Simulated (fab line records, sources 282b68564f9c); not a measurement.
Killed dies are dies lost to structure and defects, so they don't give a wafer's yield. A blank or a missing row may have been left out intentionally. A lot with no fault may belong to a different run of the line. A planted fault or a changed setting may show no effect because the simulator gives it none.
The tool behind it: which one? ; flow rit_cmos ; 14 lots, 42 wafers sampled, at 5 steps of a route of 202

WHAT THE GAUGES SHOWED, per wafer
The record holds no reading of a measuring or inspecting step that can be judged against a usual standard deviation.

EACH LOT AND THE TOOL THAT RAN IT (in order: tool; ch and the chambers of the sampled wafers; start)
lot;RIT_PSD_HMDS_00;RIT_SDANNEAL_RTA_03;RIT_SILICIDE_RTA_06;RIT_CONTACT_STRIP_12;RIT_M1_PROBE_99
L733;litho_track-01 ch 0, day 3 08:04;rtp_anneal-02 ch 0, day 3 09:51;rtp_anneal-02 ch 0, day 3 10:50;plasma_asher-04 ch 0,1, day 3 12:29;-
L734;litho_track-03 ch 0, day 3 14:14;rtp_anneal-01 ch 0, day 3 16:01;rtp_anneal-01 ch 0, day 3 17:01;plasma_asher-03 ch 0, day 3 18:46;prober-02, day 3 23:44
L735;litho_track-03 ch 0, day 3 20:09;rtp_anneal-02 ch 0, day 3 21:58;rtp_anneal-02 ch 0, day 3 22:58;plasma_asher-03 ch 0,1, day 4 00:36;prober-01, day 4 05:31
L738;litho_track-02 ch 0, day 4 16:38;rtp_anneal-01 ch 0, day 4 18:31;rtp_anneal-01 ch 0, day 4 19:30;plasma_asher-04 ch 0,1, day 4 21:32;prober-02, day 5 02:45
L739;litho_track-02 ch 0, day 4 19:28;rtp_anneal-02 ch 0, day 4 21:23;rtp_anneal-02 ch 0, day 4 22:22;plasma_asher-02 ch 0,1, day 5 00:26;-
L742;litho_track-02 ch 0, day 5 06:17;rtp_anneal-01 ch 0, day 5 08:16;rtp_anneal-01 ch 0, day 5 09:15;plasma_asher-02 ch 0,1, day 5 11:08;prober-02, day 5 15:56
L746;litho_track-01 ch 0, day 6 02:43;rtp_anneal-01 ch 0, day 6 04:38;rtp_anneal-01 ch 0, day 6 05:37;plasma_asher-02 ch 0, day 6 07:15;-
L747;litho_track-02 ch 0, day 6 04:07;rtp_anneal-02 ch 0, day 6 06:03;rtp_anneal-02 ch 0, day 6 07:02;plasma_asher-03 ch 0,1, day 6 08:41;prober-01, day 6 13:28
L748;litho_track-02 ch 0, day 6 09:05;rtp_anneal-01 ch 0, day 6 11:04;rtp_anneal-01 ch 0, day 6 12:08;plasma_asher-04 ch 1, day 6 13:55;prober-02, day 6 18:50
L749;litho_track-02 ch 0, day 6 12:50;rtp_anneal-02 ch 0, day 6 14:45;rtp_anneal-02 ch 0, day 6 15:49;plasma_asher-02 ch 0,1, day 6 17:38;prober-01, day 6 22:50
L751;litho_track-03 ch 0, day 7 03:24;rtp_anneal-02 ch 0, day 7 05:11;rtp_anneal-02 ch 0, day 7 06:11;plasma_asher-02 ch 0,1, day 7 07:56;prober-01, day 7 12:43
L752;litho_track-01 ch 0, day 7 04:44;rtp_anneal-01 ch 0, day 7 06:34;rtp_anneal-01 ch 0, day 7 07:34;plasma_asher-04 ch 0,1, day 7 09:13;-
L753;litho_track-01 ch 0, day 7 06:47;rtp_anneal-02 ch 0, day 7 08:35;rtp_anneal-02 ch 0, day 7 09:35;plasma_asher-03 ch 0,1, day 7 11:23;-
L755;litho_track-01 ch 0, day 7 20:26;rtp_anneal-02 ch 0, day 7 22:14;rtp_anneal-02 ch 0, day 7 23:13;plasma_asher-02 ch 0,1, day 8 00:59;-
- RIT_PSD_HMDS_00: prime time 60 s.
- RIT_SDANNEAL_RTA_03: time 5 s.
- RIT_SILICIDE_RTA_06: time 10 s, ramp up 5 s, ramp down 10 s.
- RIT_CONTACT_STRIP_12: strips in O2, time 180 s.
- RIT_M1_PROBE_99

AS READ BY THE TOOLS THEMSELVES (means over the sampled wafers that have a number; for cases with no such wafer, the mark the record gives instead)
RIT_PSD_HMDS_00.
lot;tool;exhaust_pa (Pa);prime_temp_c (C)
L733;litho_track-01;44.5;140.00
L734;litho_track-03;45.3;139.97
L735;litho_track-03;45.9;140.08
L738;litho_track-02;45.5;139.99
L739;litho_track-02;44.6;139.93
L742;litho_track-02;44.9;139.86
L746;litho_track-01;45.5;140.11
L747;litho_track-02;45.3;139.99
L748;litho_track-02;45.0;133.05
L749;litho_track-02;45.2;133.06
L751;litho_track-03;44.5;139.95
L752;litho_track-01;46.2;139.69
L753;litho_track-01;44.8;140.02
L755;litho_track-01;45.5;139.91

RIT_SDANNEAL_RTA_03.
lot;tool;wafer_temp_C_max
L733;rtp_anneal-02;1053.5
L734;rtp_anneal-01;1053.6
L735;rtp_anneal-02;1053.9
L738;rtp_anneal-01;1055.0
L739;rtp_anneal-02;1052.8
L742;rtp_anneal-01;1053.4
L746;rtp_anneal-01;1053.7
L747;rtp_anneal-02;1054.2
L748;rtp_anneal-01;1053.0
L749;rtp_anneal-02;1053.4
L751;rtp_anneal-02;1054.0
L752;rtp_anneal-01;1054.1
L753;rtp_anneal-02;1053.7
L755;rtp_anneal-02;1053.8

RIT_SILICIDE_RTA_06.
lot;tool;wafer_temp_C_max
L733;rtp_anneal-02;754.1
L734;rtp_anneal-01;751.8
L735;rtp_anneal-02;755.3
L738;rtp_anneal-01;752.1
L739;rtp_anneal-02;754.6
L742;rtp_anneal-01;752.0
L746;rtp_anneal-01;752.3
L747;rtp_anneal-02;754.0
L748;rtp_anneal-01;752.2
L749;rtp_anneal-02;753.9
L751;rtp_anneal-02;754.2
L752;rtp_anneal-01;752.1
L753;rtp_anneal-02;753.8
L755;rtp_anneal-02;754.4

RIT_CONTACT_STRIP_12.
lot;tool;drypump_motor_current_A (A)
L733;plasma_asher-04;5.43
L734;plasma_asher-03;5.40
L735;plasma_asher-03;5.61
L738;plasma_asher-04;5.59
L739;plasma_asher-02;5.94
L742;plasma_asher-02;5.85
L746;plasma_asher-02;5.77
L747;plasma_asher-03;5.47
L748;plasma_asher-04;5.82
L749;plasma_asher-02;5.95
L751;plasma_asher-02;5.94
L752;plasma_asher-04;5.61
L753;plasma_asher-03;5.63
L755;plasma_asher-02;5.93

RIT_M1_PROBE_99.
lot;tool;killed_at_contacts;killed_at_front_end;killed_dies;killed_on_rim;killed_open;killed_short
L734;prober-02;0.0;9.3;9.3;3.3;3.0;6.3
L735;prober-01;0.0;6.0;6.0;0.3;3.7;2.3
L738;prober-02;0.0;5.3;5.3;1.3;1.7;3.7
L742;prober-02;0.7;8.3;9.0;2.7;4.3;4.0
L747;prober-01;0.0;5.0;5.0;1.7;2.3;2.7
L748;prober-02;0.0;6.0;6.0;1.0;3.7;2.3
L749;prober-01;0.0;7.0;7.0;2.3;4.0;3.0
L751;prober-01;1.0;11.3;12.3;0.7;3.7;8.0

THE ANSWER, worked out from the rows above alone
Rule: what is usual is taken from the lots themselves. The widest of any qualifying gaps counts: lots, ordered by their means at a reading, are off when they make up no more than a third of the lots, leave a main group of 4 or more, and stand apart from it by 3 or more times the standard deviation of that group's means. Not used: any main group whose means are identical at the precision the tables above print for the reading. A lot without any number at a reading at which 4 lots or more have one is off too. Where the step has rows for the other lots, those lots are counted as sound. First the gauges in route order, then the tools' own readings, where a lot's mean is used as printed above. At the first step where some lot is off, the reading lying furthest off is the one used; lots without a number count as furthest.
Off at RIT_PSD_HMDS_00 (prime_temp_c): L748, L749. For the main group the mean is 139.96 C and the standard deviation 0.1.
A tool fits if, at that step or a process step before it, it ran every lot that is off, and no sound lot after the first of them. One fits: RIT_PSD_HMDS_00 on litho_track-02. A fault onset in the window from L747 (day 6 04:07, its last sound lot) to L748 (day 6 09:05, its first lot off) fits.
The tool's own readings at RIT_PSD_HMDS_00 bear it out: on the lots that are off they differ by more than 5 times the standard deviation of the sound lots' means. prime_temp_c reads 133.06 C there against 139.96 C on the sound lots.

WHAT THE SIMULATOR HAD PUT IN
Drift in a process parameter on litho_track-02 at RIT_PSD_HMDS_00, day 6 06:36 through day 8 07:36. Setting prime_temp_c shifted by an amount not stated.
Shown lots that were struck: L748, L749. Same finding as the rule above.
